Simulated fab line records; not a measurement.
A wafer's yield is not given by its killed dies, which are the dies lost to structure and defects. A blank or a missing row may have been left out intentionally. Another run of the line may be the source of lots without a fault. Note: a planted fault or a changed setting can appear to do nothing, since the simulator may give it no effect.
Split-lot study :: flow berkeley-cmos170 :: route with 331 steps; 5 lots, 27 wafers read

== ABOUT THE SPLIT ==
At UCB170_V2_CVD_00 (deposits SiO2 from TEOS/O2, target thk 2000 nm, time 250 s), the setting time-s was moved away from the recipe's 250 s on 6 of the 27 wafers read, by +46.1% to +49.2%. This setting was run at the recipe's value on the other wafers.

The file shows no step between the split and the reading.

== THE READING ==
V2_TEOS_THK at UCB170_V2_THK_MEAS_01, in nm. A value of 1993 nm with a standard deviation of 23 nm is what fault-free wafers of this fab line usually give.

wafer: L076.1
tool, chamber at the split: pecvd-02, 2
time-s as run, s: 250
against the recipe: recipe
V2_TEOS_THK, nm: 1990
against lot-mates on the recipe: -

wafer: L076.2
tool, chamber at the split: pecvd-02, 1
time-s as run, s: 365.2
against the recipe: +46.1%
V2_TEOS_THK, nm: 2893
against lot-mates on the recipe: +895

wafer: L076.3
tool, chamber at the split: pecvd-02, 0
time-s as run, s: 250
against the recipe: recipe
V2_TEOS_THK, nm: 1965
against lot-mates on the recipe: -

wafer: L076.4
tool, chamber at the split: pecvd-02, 1
time-s as run, s: 250
against the recipe: recipe
V2_TEOS_THK, nm: 2038
against lot-mates on the recipe: -

wafer: L076.5
tool, chamber at the split: pecvd-02, 2
time-s as run, s: 365.2
against the recipe: +46.1%
V2_TEOS_THK, nm: 2936
against lot-mates on the recipe: +938

wafer: L076.6
tool, chamber at the split: pecvd-02, 0
time-s as run, s: 365.2
against the recipe: +46.1%
V2_TEOS_THK, nm: 2941
against lot-mates on the recipe: +943

wafer: L078.2
tool, chamber at the split: pecvd-04, 2
time-s as run, s: 250
against the recipe: recipe
V2_TEOS_THK, nm: 1993
against lot-mates on the recipe: -

wafer: L078.3
tool, chamber at the split: pecvd-04, 2
time-s as run, s: 250
against the recipe: recipe
V2_TEOS_THK, nm: 1996
against lot-mates on the recipe: -

wafer: L078.6
tool, chamber at the split: pecvd-04, 2
time-s as run, s: 250
against the recipe: recipe
V2_TEOS_THK, nm: 1991
against lot-mates on the recipe: -

wafer: L082.1
tool, chamber at the split: pecvd-04, 0
time-s as run, s: 250
against the recipe: recipe
V2_TEOS_THK, nm: 1980
against lot-mates on the recipe: -

wafer: L082.2
tool, chamber at the split: pecvd-04, 1
time-s as run, s: 250
against the recipe: recipe
V2_TEOS_THK, nm: 1971
against lot-mates on the recipe: -

wafer: L082.3
tool, chamber at the split: pecvd-04, 2
time-s as run, s: 250
against the recipe: recipe
V2_TEOS_THK, nm: 1966
against lot-mates on the recipe: -

wafer: L082.4
tool, chamber at the split: pecvd-04, 2
time-s as run, s: 250
against the recipe: recipe
V2_TEOS_THK, nm: 2007
against lot-mates on the recipe: -

wafer: L082.5
tool, chamber at the split: pecvd-04, 1
time-s as run, s: 250
against the recipe: recipe
V2_TEOS_THK, nm: 1993
against lot-mates on the recipe: -

wafer: L082.6
tool, chamber at the split: pecvd-04, 0
time-s as run, s: 250
against the recipe: recipe
V2_TEOS_THK, nm: 2003
against lot-mates on the recipe: -

wafer: L084.1
tool, chamber at the split: pecvd-04, 1
time-s as run, s: 250
against the recipe: recipe
V2_TEOS_THK, nm: 1978
against lot-mates on the recipe: -

wafer: L084.2
tool, chamber at the split: pecvd-04, 0
time-s as run, s: 250
against the recipe: recipe
V2_TEOS_THK, nm: 1991
against lot-mates on the recipe: -

wafer: L084.3
tool, chamber at the split: pecvd-04, 2
time-s as run, s: 250
against the recipe: recipe
V2_TEOS_THK, nm: 1996
against lot-mates on the recipe: -

wafer: L084.4
tool, chamber at the split: pecvd-04, 2
time-s as run, s: 250
against the recipe: recipe
V2_TEOS_THK, nm: 2035
against lot-mates on the recipe: -

wafer: L084.5
tool, chamber at the split: pecvd-04, 1
time-s as run, s: 250
against the recipe: recipe
V2_TEOS_THK, nm: 2021
against lot-mates on the recipe: -

wafer: L084.6
tool, chamber at the split: pecvd-04, 0
time-s as run, s: 250
against the recipe: recipe
V2_TEOS_THK, nm: 2025
against lot-mates on the recipe: -

wafer: L085.1
tool, chamber at the split: pecvd-04, 1
time-s as run, s: 373
against the recipe: +49.2%
V2_TEOS_THK, nm: 2950
against lot-mates on the recipe: +973

wafer: L085.2
tool, chamber at the split: pecvd-04, 2
time-s as run, s: 373
against the recipe: +49.2%
V2_TEOS_THK, nm: 2958
against lot-mates on the recipe: +981

wafer: L085.3
tool, chamber at the split: pecvd-04, 0
time-s as run, s: 250
against the recipe: recipe
V2_TEOS_THK, nm: 1947
against lot-mates on the recipe: -

wafer: L085.4
tool, chamber at the split: pecvd-04, 0
time-s as run, s: 373
against the recipe: +49.2%
V2_TEOS_THK, nm: 3012
against lot-mates on the recipe: +1035

wafer: L085.5
tool, chamber at the split: pecvd-04, 1
time-s as run, s: 250
against the recipe: recipe
V2_TEOS_THK, nm: 1998
against lot-mates on the recipe: -

wafer: L085.6
tool, chamber at the split: pecvd-04, 2
time-s as run, s: 250
against the recipe: recipe
V2_TEOS_THK, nm: 1987
against lot-mates on the recipe: -

THE FIT
A straight line over all 27 wafers: V2_TEOS_THK changes by +20 nm for each +1% of time-s; r = +1.00; the points scatter about the line by 24 nm.
The same after taking each lot's own level away (the mean of its wafers on the recipe; 27 wafers): +20.2 nm for each +1%; r = +1.00; scatter 22 nm.
According to that fit, moving time-s by its largest amount changes the reading by 9.9e+02 nm.
From 1977.3 to 2007.7 nm: that is the span of the lots' own levels, equal to 1.3 times the standard deviation above.
Consequently the slope shifts little with the lot-to-lot level, the two slopes agreeing.
Check: with one of the wafers moved furthest among these (+49.2%) left out of the fit, the line predicts +997 nm for it against its lot-mates. Against them it came out at +973 nm.

== FURTHER SPLITS ON THESE WAFERS ==
Note: prior to the reading, these wafers also went through further splits. Each is held against what the fit with the lots' levels taken away leaves over:
other split on the same wafers: UCB170_START_OXIDATION_02 ox-time-s
wafers away from the commonest value: 6
r with V2_TEOS_THK (lot level and that fit taken away): +0.00

other split on the same wafers: UCB170_SILICIDE_SPUTTER_01 time-s
wafers away from the commonest value: 12
r with V2_TEOS_THK (lot level and that fit taken away): +0.04

other split on the same wafers: UCB170_V1_CVD_00 time-s
wafers away from the commonest value: 12
r with V2_TEOS_THK (lot level and that fit taken away): -0.53

== THE WHOLE CHAIN: every reading that the file lists as answering this split, in the file's order ==
step: UCB170_V2_CVD_00
what it does: deposits SiO2 from TEOS/O2, target thk 2000 nm, time 250 s
reading: SiO2_of_V2_CVD_00.thk-nm (the simulator's own value, which no gauge read)
change (the file's fit): +20.2 nm for each +1% of the setting
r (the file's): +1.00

step: UCB170_V2_THK_MEAS_01
what it does: 
reading: V2_TEOS_THK
change (the file's fit): +20.2 for each +1% of the setting
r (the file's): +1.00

== FILE'S OWN FIT ==
V2_TEOS_THK changes by +20.2 nm for each +1% of time-s, r = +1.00.
